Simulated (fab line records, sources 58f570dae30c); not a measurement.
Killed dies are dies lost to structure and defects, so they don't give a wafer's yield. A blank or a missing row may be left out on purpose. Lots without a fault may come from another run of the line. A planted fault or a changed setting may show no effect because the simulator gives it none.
Which tool did it? | flow berkeley_cmos170 | 9 lots, 27 wafers sampled, at 4 steps of a route of 331

WHAT THE GAUGES READ, wafer by wafer
UCB170_PSD_TW_MEAS_10.
lot  | measured    | on            | PSD_TW
L601 | day 7 23:23 | film_metro-01 | 2316 2322 2314
L602 | day 7 23:31 | film_metro-02 | 2340 2350 2356
L600 | day 7 23:55 | film_metro-01 | 2333 2323 2314
L604 | day 8 12:26 | film_metro-01 | 2315 2314 2306
L603 | day 8 12:46 | film_metro-01 | 2306 2317 2315
L605 | day 8 19:42 | film_metro-04 | 2967 2982 2960
L606 | day 8 19:49 | film_metro-02 | 3010 3019 3021
L607 | day 8 20:05 | film_metro-01 | 2965 2974 2979
L608 | day 9 08:04 | film_metro-04 | 2992 2998 3009

UCB170_SDANNEAL_RS_MEAS_02: measures by four-point-probe.
lot  | measured    | on            | PSD_RS (ohm/sq)
L601 | day 8 02:29 | film_metro-04 | 75.6 75.8 75.9
L602 | day 8 02:47 | film_metro-01 | 75.4 75.6 75.0
L600 | day 8 02:57 | film_metro-02 | 76.2 76.2 76.3
L604 | day 8 21:12 | film_metro-01 | 75.8 75.9 75.6
L603 | day 8 21:10 | film_metro-04 | 75.5 75.2 75.7
L605 | day 9 00:00 | film_metro-02 | 147.4 147.3 147.2
L606 | day 9 00:30 | film_metro-02 | 147.1 147.3 146.9
L607 | day 9 00:00 | film_metro-04 | 146.1 146.5 147.1
L608 | day 9 13:04 | film_metro-02 | 146.5 146.6 146.5

WHICH TOOL RAN EACH LOT (tool, then ch and the chambers of the sampled wafers, then the start)
lot  | UCB170_PSD_IMPLANT_08          | UCB170_PSD_STRIP_09
L601 | implanter-01 ch 0, day 7 23:08 | plasma_asher-04 ch 0,1, day 7 23:17
L602 | implanter-04 ch 0, day 7 23:17 | plasma_asher-01 ch 0,1, day 7 23:25
L600 | implanter-02 ch 0, day 7 23:40 | plasma_asher-04 ch 0,1, day 7 23:48
L604 | implanter-02 ch 0, day 8 12:13 | plasma_asher-01 ch 0,1, day 8 12:20
L603 | implanter-02 ch 0, day 8 12:31 | plasma_asher-03 ch 0,1, day 8 12:40
L605 | implanter-02 ch 0, day 8 19:28 | plasma_asher-04 ch 0,1, day 8 19:35
L606 | implanter-01 ch 0, day 8 19:36 | plasma_asher-01 ch 0,1, day 8 19:44
L607 | implanter-02 ch 0, day 8 19:51 | plasma_asher-04 ch 0,1, day 8 19:58
L608 | implanter-04 ch 0, day 9 07:50 | plasma_asher-01 ch 0,1, day 9 07:59
- UCB170_PSD_IMPLANT_08
- UCB170_PSD_STRIP_09: strips in O2.

WHAT THE TOOLS THEMSELVES READ (means of the sampled wafers that have a number; where no wafer has one, the mark that the record gives instead)
UCB170_PSD_STRIP_09.
lot  | tool            | drypump_motor_current_A (A) | oes_product_au (a.u.) | strip_time_to_endpoint_s (s)
L601 | plasma_asher-04 | 6.2                         | 0.603                 | 29.41
L602 | plasma_asher-01 | 5.5                         | 0.598                 | 29.41
L600 | plasma_asher-04 | 5.9                         | 0.598                 | 29.40
L604 | plasma_asher-01 | 5.5                         | 0.599                 | 29.43
L603 | plasma_asher-03 | 6.2                         | 0.600                 | 29.34
L605 | plasma_asher-04 | 5.9                         | 0.615                 | 28.20
L606 | plasma_asher-01 | 5.5                         | 0.615                 | 28.08
L607 | plasma_asher-04 | 5.9                         | 0.618                 | 28.15
L608 | plasma_asher-01 | 5.4                         | 0.620                 | 28.13

THE ANSWER, worked out from the rows above alone
Rule: what is usual is taken from the lots themselves. Put in order of their means at a reading, lots are off if they are a third of the lots or fewer, leave a main group of 4 or more, and stand apart from it by a gap of 3 or more times the standard deviation of the main group's means; of several such gaps the widest counts. A main group whose means are all the same, to the digits that the tables above print for the reading, isn't used. A lot without any number at a reading at which 4 lots or more have one is off too. The other lots that the step has rows for count as sound. The gauges are gone through in route order, then the tools' own readings, and for those a lot's mean is taken as printed above. The first step at which some lot is off is used, and at that step the reading that is off furthest; a lot without a number counts as furthest.
No lot is off at any reading shown: from this, nothing can be told.

WHAT THE SIMULATOR HAD PUT IN
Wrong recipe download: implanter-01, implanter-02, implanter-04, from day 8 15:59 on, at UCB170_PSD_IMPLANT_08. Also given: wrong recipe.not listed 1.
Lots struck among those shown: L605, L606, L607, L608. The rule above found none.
